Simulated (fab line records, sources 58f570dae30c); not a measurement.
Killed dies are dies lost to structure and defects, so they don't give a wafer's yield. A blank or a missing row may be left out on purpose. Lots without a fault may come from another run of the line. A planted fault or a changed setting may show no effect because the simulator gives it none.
Split-lot experiment | flow berkeley_cmos170 | 5 lots, 27 wafers read, on a route of 331 steps

THE SPLIT
At UCB170_M1_SPUTTER_00 (material Al, target thk 600 nm, time 80 s), the setting time_s was moved away from the recipe's 80 s on 9 of the 27 wafers read, by -46.8% to -20.6%. The other wafers ran this setting at the recipe's value.

FROM THE SPLIT TO THE READING: what the file shows between them, 5 steps
- UCB170_M1_RS_MEAS_01: measures by four-point-probe
- UCB170_M1_THK_MEAS_02: measures by xrf
- UCB170_M1_COAT_03
- UCB170_M1_COAT_04: resist thk 900 nm
- UCB170_M1_ETCH_11: etches BARC in N2/H2

THE READING
oes_product_au, in a.u., at UCB170_M1_METAL_ETCH_12 (etches Al in Cl2/BCl3, stops on PSG, target depth 780 nm, time 130 s). Fault-free wafers of this fab line usually give 0.859 a.u., standard deviation 0.01 a.u..

wafer  | tool, chamber at the split | time_s as run, s | against the recipe | oes_product_au, a.u. | against lot-mates on the recipe
L078.1 | pvd_sputter-04, -          | 63.56            | -20.6%             | 0.762                | -0.095
L078.2 | pvd_sputter-04, -          | 63.56            | -20.6%             | 0.769                | -0.088
L078.3 | pvd_sputter-04, -          | 80               | recipe             | 0.858                | -
L078.4 | pvd_sputter-04, -          | 80               | recipe             | 0.855                | -
L078.5 | pvd_sputter-04, -          | 80               | recipe             | 0.859                | -
L078.6 | pvd_sputter-04, -          | 63.56            | -20.6%             | 0.761                | -0.096
L081.1 | pvd_sputter-03, -          | 80               | recipe             | 0.840                | -
L081.2 | pvd_sputter-03, -          | 80               | recipe             | 0.843                | -
L081.4 | pvd_sputter-03, -          | 80               | recipe             | 0.838                | -
L077.1 | pvd_sputter-04, -          | 42.59            | -46.8%             | 0.638                | -0.219
L077.2 | pvd_sputter-04, -          | 42.59            | -46.8%             | 0.620                | -0.237
L077.3 | pvd_sputter-04, -          | 80               | recipe             | 0.856                | -
L077.4 | pvd_sputter-04, -          | 80               | recipe             | 0.856                | -
L077.5 | pvd_sputter-04, -          | 42.59            | -46.8%             | 0.642                | -0.215
L077.6 | pvd_sputter-04, -          | 80               | recipe             | 0.858                | -
L083.1 | pvd_sputter-04, -          | 53.04            | -33.7%             | 0.713                | -0.157
L083.2 | pvd_sputter-04, -          | 80               | recipe             | 0.868                | -
L083.3 | pvd_sputter-04, -          | 53.04            | -33.7%             | 0.723                | -0.147
L083.4 | pvd_sputter-04, -          | 53.04            | -33.7%             | 0.706                | -0.164
L083.5 | pvd_sputter-04, -          | 80               | recipe             | 0.869                | -
L083.6 | pvd_sputter-04, -          | 80               | recipe             | 0.872                | -
L084.1 | pvd_sputter-03, -          | 80               | recipe             | 0.848                | -
L084.2 | pvd_sputter-03, -          | 80               | recipe             | 0.847                | -
L084.3 | pvd_sputter-03, -          | 80               | recipe             | 0.851                | -
L084.4 | pvd_sputter-03, -          | 80               | recipe             | 0.834                | -
L084.5 | pvd_sputter-03, -          | 80               | recipe             | 0.853                | -
L084.6 | pvd_sputter-03, -          | 80               | recipe             | 0.844                | -

THE FIT
A straight line over all 27 wafers: oes_product_au changes by +0.0045 a.u. for each +1% of time_s; r = +0.99; the points scatter about the line by 0.011 a.u..
The same after taking each lot's own level away (the mean of its wafers on the recipe; 27 wafers): +0.00471 a.u. for each +1%; r = +1.00; scatter 0.0057 a.u..
On that fit, the largest move of time_s shifts the reading by 0.22 a.u..
The lots' own levels span 0.8403 to 0.8697 a.u., that is 2.9 times the standard deviation above.
So the lot-to-lot level changes the slope little: the two slopes agree.
Check: with one of the wafers moved furthest among these (-46.8%) left out of the fit, the line predicts -0.22 a.u. for it against its lot-mates. It came out at -0.219 a.u. against them.

OTHER SPLITS ON THESE WAFERS
These wafers also went through other splits before the reading. Each is held against what the fit with the lots' levels taken away leaves over:
other split on the same wafers      | wafers away from the commonest value | r with oes_product_au (lot level and that fit taken away)
UCB170_NWELL_ETCH_13 time_s         | 12                                   | -0.06
UCB170_SACOX_OXIDATION_01 ox_time_s | 12                                   | +0.19
UCB170_SPACER_CVD_00 time_s         | 12                                   | +0.13

THE WHOLE CHAIN: every reading that the file lists as answering this split, in the file's order
step                    | what it does                                                         | reading                                                                     | change (the file's fit)                  | r (the file's)
UCB170_M1_SPUTTER_00    | material Al, target thk 600 nm, time 80 s                            | Al_of_M1_SPUTTER_00.thk_nm (the simulator's own value, which no gauge read) | +5.97 nm for each +1% of the setting     | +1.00
UCB170_M1_RS_MEAS_01    | measures by four-point-probe                                         | M1_AL_RS                                                                    | -0.00085 for each +1% of the setting     | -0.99
UCB170_M1_THK_MEAS_02   | measures by xrf                                                      | M1_AL_THK                                                                   | +6.18 for each +1% of the setting        | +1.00
UCB170_M1_METAL_ETCH_12 | etches Al in Cl2/BCl3, stops on PSG, target depth 780 nm, time 130 s | oes_product_au                                                              | +0.0047 a.u. for each +1% of the setting | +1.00

THE FILE'S OWN FIT
oes_product_au changes by +0.0047 a.u. for each +1% of time_s, r = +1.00.
